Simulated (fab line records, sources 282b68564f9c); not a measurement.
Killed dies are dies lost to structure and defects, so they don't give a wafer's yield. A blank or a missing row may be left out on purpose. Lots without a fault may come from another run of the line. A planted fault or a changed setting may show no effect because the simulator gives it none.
Which tool did it? | flow rit_cmos | 13 lots, 39 wafers sampled, at 3 steps of a route of 202

WHAT THE GAUGES READ, wafer by wafer
RIT_NLDD_TW_MEAS_10. Usual: NLDD_TW 2515, standard deviation 31.
lot  | measured    | on            | NLDD_TW        | flag
L435 | day 2 19:59 | film_metro-02 | 2482 2476 2481 |
L436 | day 3 00:06 | film_metro-02 | 2476 2475 2478 |
L437 | day 3 06:05 | film_metro-01 | 2506 2511 2503 |
L438 | day 3 08:31 | film_metro-02 | 2483 2471 2471 |
L439 | day 3 16:00 | film_metro-01 | 2504 2502 2513 |
L440 | day 3 21:03 | film_metro-02 | 2491 2489 2482 |
L441 | day 4 06:19 | film_metro-02 | 2501 2493 2495 |
L443 | day 4 12:11 | film_metro-01 | 2517 2534 2523 |
L445 | day 5 00:16 | film_metro-01 | 2514 2529 2529 |
L447 | day 5 10:41 | film_metro-02 | 2472 2494 2465 |
L455 | day 7 01:50 | film_metro-04 | 2553 2550 2542 |
L457 | day 7 13:13 | film_metro-04 | 2548 2546 2554 |
L458 | day 7 20:14 | film_metro-04 | 2546 2567 2545 |

RIT_SDANNEAL_RS_MEAS_07: measures by four-point-probe. Usual: NLDD_RS 151.6 ohm/sq, standard deviation 0.57.
lot  | measured    | on            | NLDD_RS (ohm/sq)  | flag
L435 | day 3 03:56 | film_metro-02 | 151.5 152.0 151.5 |
L436 | day 3 08:57 | film_metro-01 | 151.1 151.0 150.8 |
L437 | day 3 14:14 | film_metro-01 | 151.1 150.9 151.1 |
L438 | day 3 16:40 | film_metro-04 | 151.3 151.5 151.2 |
L439 | day 4 00:50 | film_metro-01 | 151.4 151.9 151.6 |
L440 | day 4 04:56 | film_metro-04 | 151.5 151.2 151.3 |
L441 | day 4 14:11 | film_metro-01 | 151.5 152.1 151.8 |
L443 | day 4 20:19 | film_metro-04 | 151.1 151.2 151.6 |
L445 | day 5 08:54 | film_metro-02 | 150.5 151.0 150.6 |
L447 | day 5 18:25 | film_metro-01 | 152.2 151.9 151.2 |
L455 | day 7 09:43 | film_metro-04 | 152.0 152.3 152.7 |
L457 | day 7 21:02 | film_metro-02 | 151.0 150.8 151.0 |
L458 | day 8 03:59 | film_metro-02 | 151.4 151.7 151.8 |

WHICH TOOL RAN EACH LOT (tool, then ch and the chambers of the sampled wafers, then the start)
lot  | RIT_FOX1_WET_ETCH_02
L435 | wet_bench-03 ch 0, day 1 17:47
L436 | wet_bench-03 ch 3, day 1 22:52
L437 | wet_bench-03 ch 2, day 2 04:26
L438 | wet_bench-03 ch 3, day 2 08:17
L439 | wet_bench-01 ch 0, day 2 14:26
L440 | wet_bench-04 ch 1, day 2 19:26
L441 | wet_bench-03 ch 0, day 2 23:56
L443 | wet_bench-03 ch 2, day 3 08:55
L445 | wet_bench-01 ch 3, day 3 20:52
L447 | wet_bench-01 ch 2, day 4 06:16
L455 | wet_bench-03 ch 0, day 5 21:34
L457 | wet_bench-01 ch 1, day 6 09:19
L458 | wet_bench-01 ch 2, day 6 14:27
- RIT_FOX1_WET_ETCH_02: etches SiO2 in BOE, target depth 350 nm, time 390 s.

WHAT THE TOOLS THEMSELVES READ (means of the sampled wafers that have a number; where no wafer has one, the mark that the record gives instead)
RIT_FOX1_WET_ETCH_02. Usual: bath_heat_duty_pct 1.8 %, standard deviation 0.45.
lot  | tool         | bath_heat_duty_pct (%) | flag
L435 | wet_bench-03 | 1.9                    |
L436 | wet_bench-03 | 2.0                    |
L437 | wet_bench-03 | 2.1                    |
L438 | wet_bench-03 | 1.9                    |
L439 | wet_bench-01 | 2.1                    |
L440 | wet_bench-04 | 1.6                    |
L441 | wet_bench-03 | 1.4                    |
L443 | wet_bench-03 | 2.2                    |
L445 | wet_bench-01 | 2.4                    |
L447 | wet_bench-01 | 2.1                    |
L455 | wet_bench-03 | 1.9                    |
L457 | wet_bench-01 | 1.8                    |
L458 | wet_bench-01 | 1.9                    |

THE ANSWER, worked out from the rows above alone
Rule: a lot is off if the mean of its wafers that have a number lies more than 3 standard deviations from the usual mean. A lot without any number at a reading at which 4 lots or more have one is off too. The other lots that the step has rows for count as sound. The gauges are gone through in route order, then the tools' own readings, and for those a lot's mean is taken as printed above. The first step at which some lot is off is used, and at that step the reading that is off furthest; a lot without a number counts as furthest.
No lot is off at any reading shown: from this, nothing can be told.

WHAT THE SIMULATOR HAD PUT IN
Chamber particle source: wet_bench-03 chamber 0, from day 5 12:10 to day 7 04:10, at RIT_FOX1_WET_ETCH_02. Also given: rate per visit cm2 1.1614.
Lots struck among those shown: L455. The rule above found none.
